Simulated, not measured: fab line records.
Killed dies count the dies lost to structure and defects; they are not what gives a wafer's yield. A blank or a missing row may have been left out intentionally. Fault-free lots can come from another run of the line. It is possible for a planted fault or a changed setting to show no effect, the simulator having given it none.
fab line records	flow rit-cmos
record lots=13	wafers=39	last-day=7
route steps=202 shown GATE@84
lots that met no fault: taken from a fault-free run of the same line
start-h: hours from the record's opening day to when the first of the lot's shown wafers began	wait-h: hours from the lot's prior step to this one	" the same as in the row above	L1.1+2: a single row standing in for several wafers	- no value, or no start was given	* or withheld: withheld	< > ~ a bound
route shown NAME@n: a module of which the file shows steps, and the number in the route of the first	usual: mean/standard deviation of fault-free wafers	same: alike in all rows	chamber/n: place in a boat	sites: readings site by site	_std_site: the standard deviation of these	_edge_site: inner sites' mean taken away from outer sites' mean	radius-mm: how far each site lies from the wafer's centre	mask NAME#n: copy n	behind: tool/chamber where the wafer was last shaped	hold: the reason the lot was held/the length of the hold in hours/how it ended	device: which transistor (n, p or np) failed to switch	end of line: the route-end tests of the same wafers	a step given without rows: its recipe and nothing more	killed: the dies lost at the first sort to structure and to defects; this is not the yield of the wafer	map: a wafer's dies, x killed, . not, _ none there
set.NAME: the setting as run; set.NAME@STEP: as run at that earlier step	model.NAME: the simulator's own value behind a step, which no gauge read
a sample of lots followed through the steps of the route, with each step as a table and each wafer as a row
services: from which hour (start-h, from the record's first day; less than 0 if before it) a tool's chamber was out of use, for how many hours, and why
## steps
# step RIT_GATE_CVD_08
# recipe material=poly-Si	target-thk-nm=250	temp-c=610	precursor=SiH4	time-s=2220	pressure-mtorr=300	sih4-flow-sccm=100
# usual zone-power-load-pct=12.26/0.24
lot.wafer	tool	chamber	start-h	wait-h	zone-power-load-pct
L854.1	lpcvd-02	1	41.25	0.1	12.20
L854.4	"	1	"	"	12.35
L854.6	"	1	"	"	12.20
L855.1	lpcvd-01	0	44.20	0.1	12.51
L855.4	"	0	"	"	12.34
L855.6	"	0	"	"	12.31
L856.1	lpcvd-01	0	50.39	0.1	12.26
L856.4	"	0	"	"	12.34
L856.6	"	0	"	"	12.23
L857.2	lpcvd-02	0	54.49	0.0	11.98
L857.3	"	0	"	"	11.91
L857.4	"	0	"	"	11.97
L859.1	lpcvd-02	1	64.68	0.1	11.97
L859.2	"	1	"	"	12.34
L859.3	"	1	"	"	12.19
L860.2	lpcvd-01	0	74.37	1.3	12.01
L860.3	"	0	"	"	12.25
L860.4	"	0	"	"	12.28
L861.1	lpcvd-01	0	76.34	0.1	12.26
L861.2	"	0	"	"	12.05
L861.6	"	0	"	"	12.23
L864.4	lpcvd-01	1	88.95	0.0	12.43
L864.5	"	1	"	"	12.32
L864.6	"	1	"	"	12.52
L865.2	lpcvd-02	1	93.20	0.0	12.55
L865.4	"	1	"	"	12.43
L865.5	"	1	"	"	12.34
L866.4	lpcvd-02	1	99.95	0.0	12.50
L866.5	"	1	"	"	12.54
L866.6	"	1	"	"	12.51
L873.2	lpcvd-02	1	133.98	0.0	12.60
L873.5	"	1	"	"	12.21
L873.6	"	1	"	"	12.36
L874.2	lpcvd-02	0	138.44	0.0	11.99
L874.4	"	0	"	"	11.89
L874.5	"	0	"	"	11.57
L876.2	lpcvd-02	0	149.74	1.3	12.00
L876.3	"	0	"	"	11.72
L876.4	"	0	"	"	11.79
# step RIT_GATE_THK_MEAS_09
# recipe reads=poly-Si_of_GATE_CVD_08
# usual GATE_POLY_THK=251.2/2.1
lot.wafer	tool	chamber	start-h	wait-h	GATE_POLY_THK[nm]
L854.1	film-metro-01	-	42.87	0.0	251.4
L854.4	"	-	"	"	252.8
L854.6	"	-	"	"	252.6
L855.1	film-metro-01	-	45.82	0.0	250.2
L855.4	"	-	"	"	252.8
L855.6	"	-	"	"	250.5
L856.1	film-metro-02	-	52.01	0.0	246.2
L856.4	"	-	"	"	245.0
L856.6	"	-	"	"	248.9
L857.2	film-metro-02	-	56.12	0.0	251.1
L857.3	"	-	"	"	250.5
L857.4	"	-	"	"	250.3
L859.1	film-metro-02	-	67.10	0.0	251.5
L859.2	"	-	"	"	254.9
L859.3	"	-	"	"	255.2
L860.2	film-metro-01	-	75.99	0.0	251.3
L860.3	"	-	"	"	252.6
L860.4	"	-	"	"	250.1
L861.1	film-metro-02	-	77.96	0.0	248.2
L861.2	"	-	"	"	249.1
L861.6	"	-	"	"	250.1
L864.4	film-metro-01	-	90.60	0.0	92.7
L864.5	"	-	"	"	92.0
L864.6	"	-	"	"	91.8
L865.2	film-metro-02	-	94.83	0.0	250.8
L865.4	"	-	"	"	250.2
L865.5	"	-	"	"	247.5
L866.4	film-metro-02	-	101.60	0.0	251.4
L866.5	"	-	"	"	254.5
L866.6	"	-	"	"	252.2
L873.2	film-metro-02	-	136.42	0.0	253.1
L873.5	"	-	"	"	252.4
L873.6	"	-	"	"	251.5
L874.2	film-metro-01	-	140.87	0.0	251.7
L874.4	"	-	"	"	249.4
L874.5	"	-	"	"	249.6
L876.2	film-metro-01	-	152.17	0.0	255.9
L876.3	"	-	"	"	253.5
L876.4	"	-	"	"	254.9
# step RIT_GATE_ETCH_19
# recipe chemistry=SF6/CHF3/O2	time-s=165	SF6_flow_sccm=30	CHF3_flow_sccm=30	O2_flow_sccm=5	target=poly-Si	pressure-mtorr=40	rf-w=160	target-depth-a=3125	over-etch-frac=0.25	stop-on=SiO2
# usual SF6_flow_sccm=30.00/0.083	drypump-motor-current-A=5.7/0.42	oes-product-au=0.850/0.013	throttle-valve-pct=10.26/0.16
lot.wafer	tool	chamber	start-h	wait-h	SF6_flow_sccm	drypump-motor-current-A	oes-product-au	rf-hours-counter-h	throttle-valve-pct
L854.1	rie-si-02	2	44.21	0.1	29.93	5.4	0.850	108	10.21
L854.4	"	0	"	"	29.93	5.0	0.846	3	10.08
L854.6	"	2	"	"	29.87	5.4	0.857	-	10.20
L855.1	rie-si-01	1	47.04	0.1	29.93	5.8	0.867	57	10.21
L855.4	"	0	"	"	29.99	6.5	0.849	65	9.99
L855.6	"	2	"	"	30.02	5.7	0.863	-	10.42
L856.1	rie-si-02	3	53.22	0.1	29.97	5.1	0.833	38	10.48
L856.4	"	0	"	"	30.11	5.1	0.826	3	10.09
L856.6	"	2	"	"	29.91	5.4	0.845	-	10.21
L857.2	rie-si-01	2	57.33	0.1	29.92	5.7	0.868	107	10.41
L857.3	"	0	"	"	30.08	6.5	0.844	65	9.99
L857.4	"	1	"	"	30.03	5.9	0.867	57	10.21
L859.1	rie-si-01	0	68.39	0.1	30.05	6.5	0.846	65	9.99
L859.2	"	2	"	"	29.89	5.7	0.878	108	10.41
L859.3	"	3	"	"	30.06	5.8	0.860	62	10.26
L860.2	rie-si-02	2	77.32	0.1	29.90	5.4	0.845	109	10.19
L860.3	"	3	"	"	30.15	5.1	0.846	38	10.49
L860.4	"	1	"	"	29.99	5.7	0.832	147	10.41
L861.1	rie-si-01	1	79.30	0.1	30.00	5.8	0.858	57	10.20
L861.2	"	3	"	"	29.75	5.8	0.831	62	10.27
L861.6	"	1	"	"	30.01	5.9	0.863	-	10.21
L864.4	rie-si-02	1	91.91	0.1	30.03	5.7	0.456	147	10.41
L864.5	"	2	"	"	30.01	5.4	0.464	-	10.18
L864.6	"	3	"	"	30.04	5.1	0.480	-	10.49
L865.2	rie-si-01	0	96.04	0.1	30.08	6.5	0.845	66	10.00
L865.4	"	1	"	"	29.91	5.8	0.870	57	10.22
L865.5	"	1	"	"	30.02	5.8	0.852	-	10.21
L866.4	rie-si-02	1	103.22	0.1	30.20	5.8	0.833	147	10.42
L866.5	"	2	"	"	30.11	5.4	0.853	-	10.20
L866.6	"	1	"	"	29.95	5.8	0.843	-	10.42
L873.2	rie-si-01	2	137.75	0.1	30.03	5.7	0.877	108	10.41
L873.5	"	0	"	"	29.92	6.5	0.852	-	9.99
L873.6	"	1	"	"	30.17	5.8	0.872	-	10.23
L874.2	rie-si-02	1	142.30	0.1	29.95	5.7	0.835	148	10.40
L874.4	"	0	"	"	30.06	5.0	0.824	4	10.11
L874.5	"	1	"	"	29.93	5.7	0.835	-	10.41
L876.2	rie-si-02	3	153.50	0.1	29.92	5.1	0.850	39	10.49
L876.3	"	2	"	"	29.94	5.4	0.851	110	10.19
L876.4	"	3	"	"	30.00	5.1	0.861	-	10.48
## services
tool	chamber	start-h	hours	kind
rie-si-02	3	54.97	1.6	repair
lpcvd-02	-	101.81	0.9	repair
lpcvd-02	-	140.86	6.0	pm
rie-si-02	1	146.04	6.4	repair
rie-si-02	1	152.42	-	clean
## key
first-sign step=RIT_GATE_THK_MEAS_09	reading=GATE_POLY_THK	direction=down	sigmas=75	usual=251.2	struck=92.2
effect step=RIT_GATE_ETCH_19	reading=oes-product-au	direction=down	sigmas=28	usual=0.850	struck=0.466
met-at RIT_GATE_CVD_08
struck-lots L864
struck-wafers L864.4,L864.5,L864.6
tester-left-out L864
fault kind=process-parameter-drift	tool=lpcvd-01	chamber=1	onset-h=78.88	steps=RIT_GATE_CVD_08	channel=target-thk-nm	offset=-159.13	shape=step	end-h=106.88	acts-in=these-recipes-only	stated=250
# tester-left-out: of these lots the tester's yield and bins aren't shown, on N5 and GAA mostly nor the transistor test; their killed dies are dies lost to structure and defects alone, not to doping, threshold or leakage, so they don't give the yield
